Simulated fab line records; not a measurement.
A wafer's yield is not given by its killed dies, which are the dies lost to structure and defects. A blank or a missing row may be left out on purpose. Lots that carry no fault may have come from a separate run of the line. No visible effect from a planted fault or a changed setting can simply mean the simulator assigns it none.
A sampling plan put to the test | flow berkeley cmos170 | each of the 20 faults these records tell of, on one fab line, judged from the records of the lots it struck
Plan = the line's own looks (route steps where a gauge or an inspection reads the wafer without altering it). A look is open to judgement when struck wafers have a number at it and the file gives its usual mean and standard deviation on fault-free wafers. Caught: 4 or more of those standard deviations (sigma) separate the usual mean from the mean of the struck wafers at a look after the fault's first step. On the tool: the same test on the tool's own readings at the fault's steps. Also counted as caught: the struck wafers showing another recipe, or a record that is empty for them alone.

THE FAULTS, as the simulator had put them in
1. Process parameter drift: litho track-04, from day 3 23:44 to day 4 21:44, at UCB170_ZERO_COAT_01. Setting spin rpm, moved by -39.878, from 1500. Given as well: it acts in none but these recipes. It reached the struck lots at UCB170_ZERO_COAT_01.
2. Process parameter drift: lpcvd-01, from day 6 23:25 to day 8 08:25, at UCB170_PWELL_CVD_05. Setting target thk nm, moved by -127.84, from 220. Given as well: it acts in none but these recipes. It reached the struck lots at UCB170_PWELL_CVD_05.
3. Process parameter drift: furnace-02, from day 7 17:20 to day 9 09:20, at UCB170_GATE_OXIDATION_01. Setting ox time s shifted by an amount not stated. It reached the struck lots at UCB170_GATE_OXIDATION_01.
4. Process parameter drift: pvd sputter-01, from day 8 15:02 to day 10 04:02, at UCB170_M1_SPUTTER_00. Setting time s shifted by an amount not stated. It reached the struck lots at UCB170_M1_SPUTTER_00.
5. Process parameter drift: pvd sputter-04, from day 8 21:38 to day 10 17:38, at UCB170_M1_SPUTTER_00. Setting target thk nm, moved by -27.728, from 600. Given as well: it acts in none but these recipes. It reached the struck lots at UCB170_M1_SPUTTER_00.
6. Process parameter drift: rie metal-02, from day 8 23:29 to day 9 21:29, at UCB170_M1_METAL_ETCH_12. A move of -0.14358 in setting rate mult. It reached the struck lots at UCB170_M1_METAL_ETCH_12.
7. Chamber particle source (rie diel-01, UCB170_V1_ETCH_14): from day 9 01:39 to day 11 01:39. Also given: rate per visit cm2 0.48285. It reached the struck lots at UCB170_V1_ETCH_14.
8. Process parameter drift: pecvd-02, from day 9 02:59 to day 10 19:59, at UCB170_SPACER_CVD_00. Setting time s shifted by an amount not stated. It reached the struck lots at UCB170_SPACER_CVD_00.
9. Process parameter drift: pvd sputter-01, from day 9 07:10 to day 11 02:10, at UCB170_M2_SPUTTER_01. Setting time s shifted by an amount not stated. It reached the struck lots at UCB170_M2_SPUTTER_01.
10. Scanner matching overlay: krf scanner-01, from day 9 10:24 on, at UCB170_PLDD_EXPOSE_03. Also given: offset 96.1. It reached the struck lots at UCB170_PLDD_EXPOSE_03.
11. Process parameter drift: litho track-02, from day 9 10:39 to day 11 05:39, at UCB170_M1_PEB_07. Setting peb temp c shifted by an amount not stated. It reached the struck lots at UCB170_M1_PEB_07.
12. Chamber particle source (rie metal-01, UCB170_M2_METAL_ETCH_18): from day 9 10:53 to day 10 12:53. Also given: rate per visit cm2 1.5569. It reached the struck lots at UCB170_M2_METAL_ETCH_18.
13. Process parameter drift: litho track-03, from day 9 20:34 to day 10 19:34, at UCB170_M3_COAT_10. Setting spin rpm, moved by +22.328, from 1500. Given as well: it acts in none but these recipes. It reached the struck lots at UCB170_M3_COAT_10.
14. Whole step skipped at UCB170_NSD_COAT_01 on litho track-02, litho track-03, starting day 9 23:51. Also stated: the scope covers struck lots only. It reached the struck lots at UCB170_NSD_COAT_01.
15. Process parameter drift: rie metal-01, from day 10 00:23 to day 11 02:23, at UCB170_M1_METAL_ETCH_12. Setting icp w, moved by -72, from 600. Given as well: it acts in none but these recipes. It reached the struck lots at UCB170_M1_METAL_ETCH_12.
16. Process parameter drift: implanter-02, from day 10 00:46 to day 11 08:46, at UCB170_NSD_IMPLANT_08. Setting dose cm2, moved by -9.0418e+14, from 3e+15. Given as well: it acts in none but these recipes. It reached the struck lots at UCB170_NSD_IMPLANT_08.
17. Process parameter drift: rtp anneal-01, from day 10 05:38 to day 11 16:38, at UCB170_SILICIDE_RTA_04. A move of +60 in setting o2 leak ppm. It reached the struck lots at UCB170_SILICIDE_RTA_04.
18. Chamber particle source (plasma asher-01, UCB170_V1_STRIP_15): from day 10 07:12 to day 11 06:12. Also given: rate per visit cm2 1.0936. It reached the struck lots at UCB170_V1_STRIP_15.
19. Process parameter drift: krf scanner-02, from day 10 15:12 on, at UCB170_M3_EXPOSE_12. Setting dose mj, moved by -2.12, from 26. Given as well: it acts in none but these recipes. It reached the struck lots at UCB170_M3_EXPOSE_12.
20. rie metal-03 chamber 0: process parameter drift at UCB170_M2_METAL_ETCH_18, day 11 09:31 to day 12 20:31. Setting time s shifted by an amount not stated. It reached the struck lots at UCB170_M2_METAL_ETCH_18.

WHAT THE PLAN SAW
fault | on the tool itself                               | first look that catches it                      | reading, sigma                                                | median hours from its first step to that look | hours from the fault's start to the first struck lot there | judged looks passed uncaught
1     | spin speed rpm -32 sigma                         | not the one look that can be judged after it    | -                                                             | -                                             | -                                                          | 1
2     | under 2 sigma                                    | UCB170_PWELL_THK_MEAS_06                        | PWELL_NITRIDE_THK -79                                         | 1.9                                           | 1                                                          | 0
3     | no reading that can be judged                    | UCB170_GATE_THK_MEAS_02                         | GATE_OXIDE_THK +20                                            | 1.5                                           | 8                                                          | 0
4     | under 2 sigma                                    | UCB170_M1_RS_MEAS_01                            | M1_AL_RS +8.8                                                 | 0.1                                           | 5                                                          | 0
5     | under 2 sigma                                    | UCB170_M1_RS_MEAS_01                            | M1_AL_RS +5.0                                                 | 0.1                                           | 2                                                          | 0
6     | under 2 sigma                                    | no look after it can be judged                  | -                                                             | -                                             | -                                                          | 0
7     | under 2 sigma                                    | not the one look that can be judged after it    | -                                                             | -                                             | -                                                          | 1
8     | only faintly: run length s +2.6 sigma            | not the one look that can be judged after it    | strongest: SPACER_TEOS_THK at UCB170_SPACER_THK_MEAS_01, +2.6 | -                                             | -                                                          | 1
9     | under 2 sigma                                    | UCB170_M2_RS_MEAS_02                            | M2_AL_RS -27                                                  | 0.1                                           | 0                                                          | 0
10    | no reading that can be judged                    | UCB170_PLDD_OVL_MEAS_07                         | PLDD_OVL +18                                                  | 0.7                                           | 1                                                          | 0
11    | heater power total W +99 or beyond sigma         | UCB170_M1_CD_MEAS_09                            | cd nm -46                                                     | 0.3                                           | 1                                                          | 0
12    | under 2 sigma                                    | no look after it can be judged                  | -                                                             | -                                             | -                                                          | 0
13    | spin speed rpm +16 sigma                         | not the one look that can be judged after it    | -                                                             | -                                             | -                                                          | 1
14    | the tool's record is blank for the struck wafers | no look after it can be judged                  | -                                                             | -                                             | -                                                          | 0
15    | rf fwd power W -39 sigma                         | no look after it can be judged                  | -                                                             | -                                             | -                                                          | 0
16    | dose ions cm2 -99 or beyond sigma                | UCB170_SDANNEAL_RS_MEAS_03                      | NSD_RS +99 or beyond                                          | 4.0                                           | 4                                                          | 1
17    | chamber o2 ppm +99 or beyond sigma               | no look after it can be judged                  | -                                                             | -                                             | -                                                          | 0
18    | under 2 sigma                                    | none of the 3 looks that can be judged after it | -                                                             | -                                             | -                                                          | 3
19    | exposure dose mJ cm2 -63 sigma                   | UCB170_M3_CD_MEAS_15                            | cd nm +8.2                                                    | 0.6                                           | 13                                                         | 0
20    | run length s -99 or beyond sigma                 | UCB170_M2_CD_MEAS_90                            | cd nm +5.3                                                    | 0.3                                           | 9                                                          | 0
Dash: fault not caught, or number not given in these records.

Caught at a look: 10 of 20. Caught on the tool: 9 of 20. By one or the other: 15 of 20.
Caught on the tool alone: faults 1, 13, 14, 15, 17.
Caught at a look alone: faults 2, 3, 4, 5, 9, 10.
Caught by neither: faults 6, 7, 8, 12, 18.

THINNER SAMPLING
If the look that catches a fault measured only every second or every third lot, by lot number, the first struck lot would be measured this late in the worst case:
fault | struck lots at that look, in order of time | every lot | every second lot | every third lot
2     | L310, L309, L311, L312                     | 1 h       | 1 h              | 3 h
3     | L690, L692, L691                           | 8 h       | 8 h              | 8 h
4     | L630, L632                                 | 5 h       | may miss all 2   | may miss all 2
5     | L224, L228, L230                           | 2 h       | may miss all 3   | may miss all 3
9     | L348, L355                                 | 0 h       | 36 h             | may miss all 2
10    | L456, L454, L457, L460                     | 1 h       | 19 h             | may miss all 4
11    | L904, L902                                 | 1 h       | may miss all 2   | may miss all 2
16    | L941, L944, L948                           | 4 h       | 4 h              | may miss all 3
19    | L743, L746, L748                           | 13 h      | 16 h             | may miss all 3
20    | L164, L163                                 | 9 h       | 10 h             | may miss all 2
The hour figures run from when the fault began to the first measured lot among those it struck. The limit of 4 sigma was tested on all struck wafers together, so one lot alone may lie under it. Other struck lots may not be in these records.

THE LONGEST TIMED WAY FROM STEP TO LOOK
In fault 16, a median of 4.0 hours elapses between UCB170_NSD_IMPLANT_08 and UCB170_SDANNEAL_RS_MEAS_03. The look between them that can be judged stayed within 4 sigma: UCB170_NSD_TW_MEAS_10.
